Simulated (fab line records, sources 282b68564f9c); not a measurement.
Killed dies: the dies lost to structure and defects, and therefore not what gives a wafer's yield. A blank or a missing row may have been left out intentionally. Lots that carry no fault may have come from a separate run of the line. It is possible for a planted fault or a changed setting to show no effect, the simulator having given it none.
Which tool is to blame?	flow rit-cmos	13 lots, 39 wafers sampled, at 5 steps of a route of 202

## WHAT THE GAUGES SHOWED, per wafer
RIT_PRETRO_TW_MEAS_10.
lot	measured	on	PRETRO_TW
L291	day 2 08:52	film-metro-01	470 471 470
L292	day 2 12:56	film-metro-03	490 491 491
L295	day 3 03:09	film-metro-01	470 466 468
L296	day 3 08:47	film-metro-03	486 488 486
L297	day 3 13:40	film-metro-03	488 485 487
L298	day 3 19:32	film-metro-03	486 486 488
L299	day 4 00:32	film-metro-01	469 471 470
L301	day 4 12:38	film-metro-04	472 474 476
L303	day 4 21:28	film-metro-04	474 476 475
L304	day 5 01:34	film-metro-03	489 492 493
L308	day 5 21:22	film-metro-04	472 473 474
L312	day 6 16:46	film-metro-01	471 474 471
L313	day 6 21:49	film-metro-01	470 469 467

RIT_GATE_THK_MEAS_09.
lot	measured	on	GATE_POLY_THK (nm)
L291	day 2 12:37	film-metro-02	250.8 250.1 252.4
L292	day 2 16:31	film-metro-03	248.5 250.0 248.6
L295	day 3 07:43	film-metro-03	246.4 245.7 248.8
L296	day 3 13:26	film-metro-04	249.3 251.4 250.8
L297	day 3 18:02	film-metro-03	249.2 248.6 248.7
L298	day 4 04:35	film-metro-03	251.5 249.7 249.9
L299	day 4 08:07	film-metro-04	250.0 249.3 249.7
L301	day 4 16:41	film-metro-03	249.2 249.1 248.6
L303	day 5 01:00	film-metro-02	251.8 252.1 250.4
L304	day 5 05:07	film-metro-03	243.8 247.5 246.7
L308	day 6 01:45	film-metro-02	252.1 250.6 250.4
L312	day 6 21:40	film-metro-03	265.7 268.6 266.4
L313	day 7 01:22	film-metro-04	252.7 250.1 249.6

RIT_PLDD_OVL_MEAS_06.
lot	measured	on	PLDD_OVL (nm)
L291	day 2 20:02	overlay-01	-0.7 2.4 -0.6
L292	day 3 03:01	overlay-01	-0.6 1.5 1.6
L295	day 3 15:37	overlay-02	0.0 -0.2 -1.0
L296	day 3 21:03	overlay-01	-0.2 -1.5 -0.7
L297	day 4 02:25	overlay-01	-0.7 0.4 -0.4
L298	day 4 11:46	overlay-01	-1.1 -0.4 -0.8
L299	day 4 15:31	overlay-02	-1.1 -1.1 0.5
L301	day 4 23:56	overlay-02	0.4 0.5 -1.2
L303	day 5 07:53	overlay-01	-0.3 -1.1 -1.9
L304	day 5 12:33	overlay-02	-0.8 1.0 1.6
L308	day 6 08:44	overlay-02	1.3 1.5 -0.1
L312	day 7 04:44	overlay-01	-2.2 -2.4 0.0
L313	day 7 08:16	overlay-02	0.6 -0.3 -1.1

## WHAT TOOL EACH LOT RAN ON (gives the tool, then ch and the chambers of the sampled wafers, and finally the start)
lot	RIT_ACTIVE_STRIP_14	RIT_GATE_CVD_08
L291	plasma-asher-03 ch 0,1, day 1 14:50	lpcvd-02 ch 0, day 2 10:59
L292	plasma-asher-04 ch 0,1, day 1 20:44	lpcvd-02 ch 1, day 2 14:53
L295	plasma-asher-03 ch 0,1, day 2 10:58	lpcvd-02 ch 1, day 3 06:05
L296	plasma-asher-04 ch 0,1, day 2 15:50	lpcvd-01 ch 0, day 3 11:00
L297	plasma-asher-04 ch 0,1, day 2 21:10	lpcvd-01 ch 0, day 3 15:35
L298	plasma-asher-02 ch 0, day 3 02:01	lpcvd-02 ch 1, day 4 02:58
L299	plasma-asher-04 ch 0,1, day 3 07:24	lpcvd-02 ch 1, day 4 06:29
L301	plasma-asher-03 ch 0,1, day 3 16:55	lpcvd-02 ch 0, day 4 15:04
L303	plasma-asher-04 ch 0,1, day 4 04:22	lpcvd-01 ch 0, day 4 23:22
L304	plasma-asher-04 ch 0,1, day 4 08:49	lpcvd-01 ch 0, day 5 03:29
L308	plasma-asher-04 ch 0,1, day 5 04:08	lpcvd-01 ch 1, day 6 00:08
L312	plasma-asher-04 ch 0,1, day 5 23:50	lpcvd-02 ch 0, day 6 19:14
L313	plasma-asher-02 ch 0,1, day 6 04:58	lpcvd-01 ch 0, day 6 23:45
- RIT_ACTIVE_STRIP_14: strips in O2, time 180 s.
- RIT_GATE_CVD_08: deposits poly-Si from SiH4, target thk 250 nm, time 2220 s.

## AS READ BY THE TOOLS THEMSELVES (means over the sampled wafers that have a number; for cases with no such wafer, the mark the record gives instead)
RIT_ACTIVE_STRIP_14.
lot	tool	drypump-motor-current-A (A)
L291	plasma-asher-03	5.73
L292	plasma-asher-04	5.32
L295	plasma-asher-03	5.72
L296	plasma-asher-04	5.43
L297	plasma-asher-04	5.31
L298	plasma-asher-02	5.74
L299	plasma-asher-04	5.43
L301	plasma-asher-03	5.76
L303	plasma-asher-04	5.45
L304	plasma-asher-04	5.31
L308	plasma-asher-04	5.32
L312	plasma-asher-04	5.33
L313	plasma-asher-02	5.62

## THE ANSWER, worked out from the rows above alone
Rule: the lots themselves supply what counts as usual. Put in order of their means at a reading, lots are off if they are a third of the lots or fewer, leave a main group of 4 or more, and stand apart from it by a gap of 3 or more times the standard deviation of the main group's means; of several such gaps the widest counts. If all means in a main group match to the digits the tables above print for the reading, that group is not used. Also off: a lot with no number at a reading for which 4 or more lots have one. Any other lot the step has rows for is counted as sound. Order of review: gauges by route order, followed by the tools' own readings, for which a lot's mean as printed above is used. The first step at which some lot is off is used, and at that step the reading that is off furthest; a lot without a number counts as furthest.
Off: at RIT_GATE_THK_MEAS_09 (GATE_POLY_THK), L312. The main group has a mean of 249.6 nm with a standard deviation of 1.6.
A tool fits if, at a process step before that reading, it ran every lot that is off, and no sound lot after the first of them. Those tools and the gauges at RIT_GATE_THK_MEAS_09 are tried in the same way. Can't be told from this: 3 tools fit, plasma-asher-04 at RIT_ACTIVE_STRIP_14, lpcvd-02 at RIT_GATE_CVD_08, film-metro-03 at RIT_GATE_THK_MEAS_09.

## WHAT THE SIMULATOR PUT IN
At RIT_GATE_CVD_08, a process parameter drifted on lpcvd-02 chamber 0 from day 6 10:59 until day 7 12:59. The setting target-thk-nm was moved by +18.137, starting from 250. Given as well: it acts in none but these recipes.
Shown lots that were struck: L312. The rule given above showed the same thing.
